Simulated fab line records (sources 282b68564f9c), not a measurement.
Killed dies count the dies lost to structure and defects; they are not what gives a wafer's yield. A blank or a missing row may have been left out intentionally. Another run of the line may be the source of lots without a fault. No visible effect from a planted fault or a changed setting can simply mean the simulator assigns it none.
A lot that was struck, set against a sound lot    flow ritCmos    44 steps out of a route of 202
Sound: the wafers L879.1, L879.2, L879.3. Struck: wafers L884.1, L884.2, L884.6. The cause comes at the end.
Per side, at each step with rows, come the tool, then ch with its chambers, and then its first start. Under that, the readings that differ: sound wafers    struck wafers    difference of the means    sigmas: that difference in standard deviations of wafers without a fault.
alike: readings whose means differ by less than 2 such deviations, and words and numbers that are the same on both sides. not compared: withheld readings, readings that some wafer has no value for, bounds like >300 that may hide the same value, and numbers for which the record gives no deviation and whose values overlap.
Wherever a step has rows on one side only, a row that says differs or no value, or a row with sigmas, the two part there. When numbers do not overlap yet have no deviation, they are printed without sigmas and do not part them. A reading missing from all wafers of one side parts the sides only when that side holds two or more wafers.

first, 4 steps without rows for these wafers: RIT_PLDD_SOFTBAKE_02 (time 60 s); RIT_PLDD_EXPOSE_03 (exposes mask M8, target cd 40900 nm); RIT_PLDD_PEB_04; RIT_PLDD_DEVELOP_05 (develop time 50 s).
RIT_PLDD_OVL_MEAS_06:
  sound on overlay-01 at day 4 03:08; struck on overlay-02 at day 5 02:49
reading        sound           struck       difference  sigmas
PLDD_OVL (nm)  -0.3 -1.6 -2.7  1.0 0.7 1.0  +2.4        +2
then, 2 steps without rows for these wafers: RIT_PLDD_HARDBAKE_07 (time 60 s); RIT_PLDD_IMPLANT_08.
RIT_PLDD_STRIP_09: strips in O2, time 180 s.
  sound on plasmaAsher-04 ch 0,1, day 4 03:28; struck on plasmaAsher-01 ch 0,1, day 5 03:09
  alike: drypumpMotorCurrentA
  not compared: rfHoursCounterH
RIT_PLDD_TW_MEAS_10:
  sound on filmMetro-04 at day 4 03:38; struck on filmMetro-04 at day 5 03:20
  alike: PLDD_TW
then, 3 steps without rows for these wafers: RIT_SPACER_CLEAN_00 (cleans in SC1, time 600 s); RIT_SPACER_CLEAN_01 (cleans in dHF, time 30 s); RIT_SPACER_CLEAN_02 (cleans in SC2, time 600 s).
RIT_SPACER_CVD_03: deposits Si3N4 from SiH2Cl2/NH3, target thk 250 nm, time 3300 s.
  sound on lpcvd-02 ch 0, day 4 04:05; struck on lpcvd-02 ch 0, day 5 04:02
reading                                  sound              struck         difference  sigmas
model.Si3N4_of_SPACER_CVD_03.thkNm (nm)  249.1 250.9 249.3  270.5 270 271  +20.7       
  alike: sih2cl2FlowSccm
RIT_SPACER_THK_MEAS_04:
  sound on filmMetro-01 at day 4 06:01; struck on filmMetro-02 at day 5 05:58
reading                  sound              struck             difference  sigmas
SPACER_NITRIDE_THK (nm)  249.1 251.1 249.2  270.5 270.1 271.0  +20.7       +9
RIT_SPACER_ETCHBACK_05: etches Si3N4 in SF6/CHF3, stops on SiO2, target depth 250 nm, time 240 s.
  sound on rieDiel-04 ch 0,1,2, day 4 06:04; struck on rieDiel-01 ch 0,2, day 5 06:01
reading                  sound              struck             difference  sigmas
oesProductAu (a.u.)      0.836 0.852 0.857  0.896 0.894 0.883  +0.043      +4
model.etch.depthNm (nm)  249.1 250.9 249.3  270.5 270 271      +20.7       
  alike: drypumpMotorCurrentA, throttleValvePct
  not compared: rfHoursCounterH
then, 6 steps without rows for these wafers: RIT_NSD_HMDS_00 (prime time 60 s); RIT_NSD_COAT_01 (resist thk 1000 nm); RIT_NSD_SOFTBAKE_02 (time 60 s); RIT_NSD_EXPOSE_03 (exposes mask M9, target cd 40700 nm); RIT_NSD_PEB_04; RIT_NSD_DEVELOP_05 (develop time 50 s).
RIT_NSD_OVL_MEAS_06:
  sound on overlay-02 at day 4 07:12; struck on overlay-02 at day 5 07:10
  alike: NSD_OVL
then, 2 steps without rows for these wafers: RIT_NSD_HARDBAKE_07 (time 60 s); RIT_NSD_IMPLANT_08.
RIT_NSD_STRIP_09: strips in O2, time 180 s.
  sound on plasmaAsher-03 ch 0,1, day 4 07:32; struck on plasmaAsher-02 ch 0,1, day 5 07:30
  alike: drypumpMotorCurrentA
  not compared: rfHoursCounterH
RIT_NSD_TW_MEAS_10:
  sound on filmMetro-04 at day 4 07:43; struck on filmMetro-01 at day 5 07:40
reading  sound           struck          difference  sigmas
NSD_TW   3140 3133 3138  3097 3086 3086  -47         -2
then, 6 steps without rows for these wafers: RIT_PSD_HMDS_00 (prime time 60 s); RIT_PSD_COAT_01 (resist thk 1000 nm); RIT_PSD_SOFTBAKE_02 (time 60 s); RIT_PSD_EXPOSE_03 (exposes mask M10, target cd 40900 nm); RIT_PSD_PEB_04; RIT_PSD_DEVELOP_05 (develop time 50 s).
RIT_PSD_OVL_MEAS_06:
  sound on overlay-02 at day 4 08:55; struck on overlay-01 at day 5 08:35
reading       sound        struck          difference  sigmas
PSD_OVL (nm)  2.2 1.1 1.7  -2.8 -2.1 -1.9  -3.9        -3
then, 2 steps without rows for these wafers: RIT_PSD_HARDBAKE_07 (time 60 s); RIT_PSD_IMPLANT_08.
RIT_PSD_STRIP_09: strips in O2, time 180 s.
  sound on plasmaAsher-03 ch 0,1, day 4 09:19; struck on plasmaAsher-03 ch 0,1, day 5 08:55
  alike: drypumpMotorCurrentA
  not compared: rfHoursCounterH
RIT_PSD_TW_MEAS_10:
  sound on filmMetro-03 at day 4 09:29; struck on filmMetro-04 at day 5 09:05
  alike: PSD_TW
then, 3 steps without rows for these wafers: RIT_SDANNEAL_CLEAN_00 (cleans in SC1, time 600 s); RIT_SDANNEAL_CLEAN_01 (cleans in dHF, time 30 s); RIT_SDANNEAL_CLEAN_02 (cleans in SC2, time 600 s).
RIT_SDANNEAL_RTA_03: time 5 s.
  sound on rtpAnneal-01 ch 0, day 4 09:57; struck on rtpAnneal-02 ch 0, day 5 09:33
  alike: wafer_temp_C_max
RIT_SDANNEAL_RS_MEAS_04: the measuring method here is four-point-probe.
  sound on filmMetro-04 at day 4 10:01; struck on filmMetro-01 at day 5 09:37
  alike: PSD_RS
RIT_SILICIDE_WET_ETCH_00: etches SiO2 in BOE, target depth 14 nm, time 15 s.
  sound on wetBench-04 ch 3, day 4 10:29; struck on wetBench-04 ch 3, day 5 10:05
reading                                  sound              struck             difference  sigmas
model.Si3N4_of_SPACER_CVD_03.thkNm (nm)  193.3 195.1 196.2  212.3 211.7 212.6  +17.3       
RIT_M1_PROBE_99:
  sound on prober-02 at day 4 17:27; struck on prober-01 at day 5 16:56
reading                              sound              struck             difference  sigmas
killedAtFrontEnd                     3 1 1              6 9 10             +7          +2
killedDies                           3 1 1              6 9 11             +7          +2
killedShort                          1 1 0              5 5 6              +5          +2
model.etest.pplusSal.widthNm (nm)    3442 3427 3454     3398 3404 3407     -38         
model.etest.nplusSal.widthNm (nm)    3459 3456 3451     3389 3408 3406     -54         
model.etest.nwellPinched.rsOhmSq     342.9 341.2 333.3  323.6 320.9 322.9  -16.7       
model.etest.contactNplus.endOhmUm    42.07 42.71 42.75  39.09 40.29 38.74  -3.14       
model.etest.diodePplusNwell.bvV (V)  6.788 6.752 6.611  6.334 6.306 6.324  -0.396      
model.etest.nmos_0p15.toxInvNm (nm)  4.421 4.482 4.524  4.664 4.665 4.667  +0.190      
model.etest.diodeNplusComb.cjFfUm2   2.695 2.663 2.604  2.519 2.521 2.508  -0.138      
  alike: killedAtContacts, killedOpen
  not compared: model.etest.pwellPinched.rsOhmSq

## WHERE THEY PART
First at RIT_PLDD_OVL_MEAS_06; last, within this record, at RIT_M1_PROBE_99.

WHY: what the simulator had put in
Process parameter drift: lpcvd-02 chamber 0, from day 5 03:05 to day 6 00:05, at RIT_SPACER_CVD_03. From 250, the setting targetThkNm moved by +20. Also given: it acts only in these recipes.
